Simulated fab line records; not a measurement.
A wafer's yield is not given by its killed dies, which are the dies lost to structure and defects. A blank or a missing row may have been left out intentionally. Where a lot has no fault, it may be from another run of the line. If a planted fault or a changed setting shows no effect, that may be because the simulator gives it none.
Split-lot experiment | flow rit-cmos | on a route of 202 steps: 5 lots, 23 wafers read

== ON THE SPLIT ==
At RIT_NWELL_SOFTBAKE_02 (time 60 s), the setting temp-c was moved away from the recipe's 90 C on 7 of the 23 wafers read, by -2.4% to +1.6%. This setting was run at the recipe's value on the other wafers.

== FROM THE SPLIT TO THE READING: what the file shows between them, 2 steps ==
- RIT_NWELL_EXPOSE_03: exposes mask M2, target cd 43900 nm
- RIT_NWELL_PEB_04

== THE READING ==
NOVOLAK_of_NWELL_COAT_01.thk-nm (the simulator's own value, which no gauge read), in nm, at RIT_NWELL_DEVELOP_05 (develop time 68 s). The file does not state a usual value for it. The 16 wafers here that ran the recipe average 1304 nm, standard deviation 3.7 nm.

wafer  | tool, chamber at the split | temp-c as run, C | against the recipe | NOVOLAK_of_NWELL_COAT_01.thk-nm, nm | against lot-mates on the recipe
L075.1 | litho-track-02, 0          | 91.47            | +1.6%              | 1301                                | -2
L075.2 | litho-track-02, 0          | 90               | recipe             | 1307                                | -
L075.3 | litho-track-02, 0          | 90               | recipe             | 1300                                | -
L075.4 | litho-track-02, 0          | 90               | recipe             | 1303                                | -
L075.5 | litho-track-02, 0          | 91.47            | +1.6%              | 1296                                | -7
L076.1 | litho-track-04, 0          | 90               | recipe             | 1309                                | -
L076.2 | litho-track-04, 0          | 90               | recipe             | 1307                                | -
L076.6 | litho-track-04, 0          | 90               | recipe             | 1307                                | -
L076.3 | litho-track-04, 0          | 90               | recipe             | 1305                                | -
L076.4 | litho-track-04, 0          | 90               | recipe             | 1310                                | -
L078.1 | litho-track-03, 0          | 87.86            | -2.4%              | 1313                                | +14
L078.6 | litho-track-03, 0          | 87.86            | -2.4%              | 1313                                | +14
L078.2 | litho-track-03, 0          | 90               | recipe             | 1298                                | -
L078.3 | litho-track-03, 0          | 87.86            | -2.4%              | 1310                                | +12
L078.4 | litho-track-03, 0          | 90               | recipe             | 1299                                | -
L079.1 | litho-track-04, 0          | 90               | recipe             | 1304                                | -
L079.2 | litho-track-04, 0          | 90               | recipe             | 1305                                | -
L079.3 | litho-track-04, 0          | 88.43            | -1.7%              | 1315                                | +10
L079.4 | litho-track-04, 0          | 88.43            | -1.7%              | 1312                                | +7
L079.6 | litho-track-04, 0          | 90               | recipe             | 1306                                | -
L082.1 | litho-track-04, 0          | 90               | recipe             | 1299                                | -
L082.3 | litho-track-04, 0          | 90               | recipe             | 1299                                | -
L082.2 | litho-track-04, 0          | 90               | recipe             | 1303                                | -

FIT RESULTS
A straight line over all 23 wafers: NOVOLAK_of_NWELL_COAT_01.thk-nm changes by -3.8 nm for each +1% of temp-c; r = -0.76; the points scatter about the line by 3.6 nm.
The same after taking each lot's own level away (the mean of its wafers on the recipe; 23 wafers): -4.86 nm for each +1%; r = -0.93; scatter 2.2 nm.
That fit puts the effect of the largest move of temp-c on the reading at 12 nm.
Across the lots, their own levels run from 1298.5 to 1307.6 nm, a range of 2.4 times the standard deviation given above.
So the lot-to-lot level blurs the effect unless lot-mates are compared.
Check: +11.4 nm against its lot-mates is what the line predicts for one of the wafers moved furthest among these (-2.4%) when that wafer is left out of the fit. Against them it came out at +14.5 nm.

== OTHER SPLITS APPLIED TO THESE WAFERS ==
Note: prior to the reading, these wafers also went through further splits. Each is held against what the fit with the lots' levels taken away leaves over:
other split on the same wafers    | wafers away from the commonest value | r with NOVOLAK_of_NWELL_COAT_01.thk-nm (lot level and that fit taken away)
RIT_ACTIVE_OXIDATION_01 ox-time-s | 18                                   | +0.20
RIT_ACTIVE_COAT_06 spin-rpm       | 4                                    | +0.20

== THE FILE'S OWN FIT ==
NOVOLAK_of_NWELL_COAT_01.thk-nm changes by -4.82 nm for each +1% of temp-c, r = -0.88.
